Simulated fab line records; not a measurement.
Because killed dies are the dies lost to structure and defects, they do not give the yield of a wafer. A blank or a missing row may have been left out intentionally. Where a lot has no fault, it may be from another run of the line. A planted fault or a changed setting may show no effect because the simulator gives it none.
A single fault, viewed from 2 desks + flow berkeleyCmos170 + numbers are kept per desk, each desk with only its own; the story behind them comes last

THE METROLOGY DESK
What the gauges read, lot by lot, whatever tool the lot ran on: means of the sampled wafers that have a number. If a lot's mean is further than 4 standard deviations from the usual mean, the lot is out of limits and carries the mark OUT (the distance appears in the brackets).
Columns: A = cdNm at UCB170_ACTIVE_CD_MEAS_13, usual 1199.9 nm; B = cdNm at UCB170_NSD_CD_MEAS_06, usual 1200.1 nm
| lot  | first seen here | A      | B      |
|------|-----------------|--------|--------|
| L989 | day 4 14:12     | 1202.3 | 1197.4 |
| L990 | day 5 00:24     | 1199.8 | 1200.5 |
| L991 | day 5 00:30     | 1199.4 | 1200.4 |
| L992 | day 5 09:01     | 1197.0 | 1202.5 |
| L994 | day 5 16:44     | 1199.2 | 1201.3 |
| L993 | day 5 16:49     | 1199.2 | 1198.2 |
| L996 | day 6 05:10     | 1200.6 | 1200.5 |
| L995 | day 6 05:20     | 1197.8 | 1199.0 |
| L102 | day 7 16:57     | 1201.3 | 1198.0 |
| L101 | day 7 16:58     | 1200.9 | 1201.1 |
| L105 | day 8 02:58     | 1197.2 | 1201.1 |
| L104 | day 8 03:10     | 1200.0 | 1200.9 |
| L112 | day 9 08:34     | 1200.8 | 1200.4 |
| L110 | day 9 08:51     | 1198.0 | 1199.8 |
This desk's finding: nothing out of limits on any of the 14 lots.

FOR THE TOOL OWNER'S DESK: implanter-03
The tool's own readings at UCB170_NWELL_IMPLANT_14: means of the sampled wafers that have a number, for each lot that ran on this tool. If a lot's mean is further than 4 standard deviations from the usual mean, the lot is out of limits and carries the mark OUT (the distance appears in the brackets).
Columns: A = beamEnergyKeV at UCB170_NWELL_IMPLANT_14, usual 150.00; B = doseIonsCm2 at UCB170_NWELL_IMPLANT_14, usual 1e+13
| lot  | first seen here | A      | B               |
|------|-----------------|--------|-----------------|
| L991 | day 2 16:52     | 150.02 | 1e+13           |
| L992 | day 2 23:56     | 150.00 | 1e+13           |
| L993 | day 3 06:28     | 149.97 | 1e+13           |
| L996 | day 3 21:24     | 150.04 | 1e+13           |
| L102 | day 5 06:53     | 150.02 | 1e+13 (+18) OUT |
| L105 | day 5 22:22     | 150.03 | 1e+13 (+18) OUT |
This desk's verdict: out of limits on L102, L105, starting with L102 at day 5 06:53 (doseIonsCm2 at UCB170_NWELL_IMPLANT_14). Within limits: L991, L992, L993, L996.

TAKEN TOGETHER
The tool owner's desk had the chance to raise an alarm at day 5 06:53 on L102, L105.
Nothing out of limits was seen by the metrology desk.
The metrology desk holds a record of L102, L105, inside its limits.
Every lot named ran UCB170_NWELL_IMPLANT_14 on implanter-03.

WHAT THE SIMULATOR PUT IN
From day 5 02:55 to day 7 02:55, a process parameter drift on implanter-03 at UCB170_NWELL_IMPLANT_14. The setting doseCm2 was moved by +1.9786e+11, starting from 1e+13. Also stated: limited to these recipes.
Struck lots among those shown: L102, L105.
How many hours passed from the start of the fault until each desk's first out-of-limits reading: the tool owner's desk, 4.
